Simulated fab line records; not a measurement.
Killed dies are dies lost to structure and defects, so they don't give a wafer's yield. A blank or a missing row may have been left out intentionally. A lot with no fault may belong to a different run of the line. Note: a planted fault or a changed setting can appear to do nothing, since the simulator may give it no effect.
Which tool was responsible?    flow rit_cmos    42 wafers from 14 lots sampled at 2 of the route's 202 steps

== WHAT THE GAUGES SHOWED, per wafer ==
RIT_CONTACT_CD_MEAS_08 targets a cd of 1000 nm. Usual: cd_nm at 1000.6 nm, with a standard deviation of 2.5.
lot   measured     on         cd_nm (nm)            flag
L533  day 3 09:59  cd_sem-01  996.4 996.2 998.6     
L535  day 3 23:36  cd_sem-02  1001.7 1001.1 1000.3  
L536  day 4 03:57  cd_sem-01  1001.6 1003.1 1000.3  
L537  day 4 08:51  cd_sem-01  996.1 998.0 996.5     
L539  day 4 14:40  cd_sem-02  998.9 996.3 999.4     
L540  day 4 16:44  cd_sem-02  996.3 998.8 997.8     
L542  day 5 05:05  cd_sem-02  984.1 986.9 986.5     OFF
L543  day 5 06:34  cd_sem-02  989.0 987.9 987.0     OFF
L546  day 5 22:17  cd_sem-01  998.3 998.2 998.7     
L550  day 6 17:41  cd_sem-01  998.3 1002.3 998.6    
L552  day 7 02:28  cd_sem-02  1001.0 999.1 1002.3   
L553  day 7 08:09  cd_sem-01  998.2 999.6 997.8     
L555  day 7 17:32  cd_sem-01  1002.0 1002.3 1002.8  
L556  day 7 22:26  cd_sem-01  999.6 1000.3 1002.8   

== EACH LOT AND THE TOOL THAT RAN IT (in order: tool; ch and the chambers of the sampled wafers; start) ==
lot   RIT_CONTACT_EXPOSE_05
L533  iline_stepper-01 ch 0, day 3 09:25
L535  iline_stepper-02 ch 0, day 3 22:57
L536  iline_stepper-02 ch 0, day 4 03:26
L537  iline_stepper-01 ch 0, day 4 08:20
L539  iline_stepper-01 ch 0, day 4 14:08
L540  iline_stepper-02 ch 0, day 4 16:13
L542  iline_stepper-02 ch 0, day 5 04:34
L543  iline_stepper-02 ch 0, day 5 06:02
L546  iline_stepper-01 ch 0, day 5 21:46
L550  iline_stepper-01 ch 0, day 6 17:10
L552  iline_stepper-01 ch 0, day 7 01:58
L553  iline_stepper-01 ch 0, day 7 07:38
L555  iline_stepper-01 ch 0, day 7 16:55
L556  iline_stepper-01 ch 0, day 7 21:55
- RIT_CONTACT_EXPOSE_05: exposes mask M11, target cd 1000 nm.

== WHAT THE TOOLS THEMSELVES READ (means of the sampled wafers that have a number; where no wafer has one, the mark that the record gives instead) ==
RIT_CONTACT_EXPOSE_05. Usual: exposure_dose_mJ_cm2 249.97, standard deviation 0.25; stage_vel_mm_s 500.01 mm/s, standard deviation 0.22.
lot   tool              exposure_dose_mJ_cm2  stage_vel_mm_s (mm/s)  flag
L533  iline_stepper-01  250.17                499.76                 
L535  iline_stepper-02  249.91                500.29                 
L536  iline_stepper-02  249.88                499.83                 
L537  iline_stepper-01  249.87                500.08                 
L539  iline_stepper-01  249.66                500.02                 
L540  iline_stepper-02  250.00                500.00                 
L542  iline_stepper-02  235.31                500.26                 OFF
L543  iline_stepper-02  238.17                499.95                 OFF
L546  iline_stepper-01  249.93                499.94                 
L550  iline_stepper-01  250.32                500.04                 
L552  iline_stepper-01  249.86                500.10                 
L553  iline_stepper-01  249.97                499.89                 
L555  iline_stepper-01  250.09                499.91                 
L556  iline_stepper-01  249.70                500.12                 

== THE ANSWER, worked out from the rows above alone ==
Rule: a lot counts as off when the mean over its wafers that have a number is more than 3 standard deviations away from the usual mean. Also off: a lot with no number at a reading for which 4 or more lots have one. Where the step has rows for the other lots, those lots are counted as sound. First the gauges in route order, then the tools' own readings, where a lot's mean is used as printed above. At the first step where some lot is off, the reading lying furthest off is the one used; lots without a number count as furthest.
Off, at RIT_CONTACT_CD_MEAS_08 on cd_nm: L542, L543.
A tool fits if, at a process step before that reading, it ran every lot that is off, and no sound lot after the first of them. The gauges at RIT_CONTACT_CD_MEAS_08 aren't tried: what is off there is off at RIT_CONTACT_EXPOSE_05 too, on other tools, and a gauge's error can't cause that. One fits: RIT_CONTACT_EXPOSE_05 on iline_stepper-02. A fault onset in the window from L540 (day 4 16:13, its last sound lot) to L542 (day 5 04:34, its first lot off) fits.
On the lots that are off, the tool's own readings at RIT_CONTACT_EXPOSE_05 differ by more than 5 times the standard deviation of the sound lots' means, which bears it out; exposure_dose_mJ_cm2 reads 236.74 there versus 249.95 on the sound lots.

== WHAT HAD BEEN PUT IN BY THE SIMULATOR ==
Drift in process parameters on iline_stepper-02 at RIT_CONTACT_EXPOSE_05, starting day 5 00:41. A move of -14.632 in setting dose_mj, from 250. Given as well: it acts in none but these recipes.
Lots struck among those shown: L542, L543. This agrees with what the rule above found.
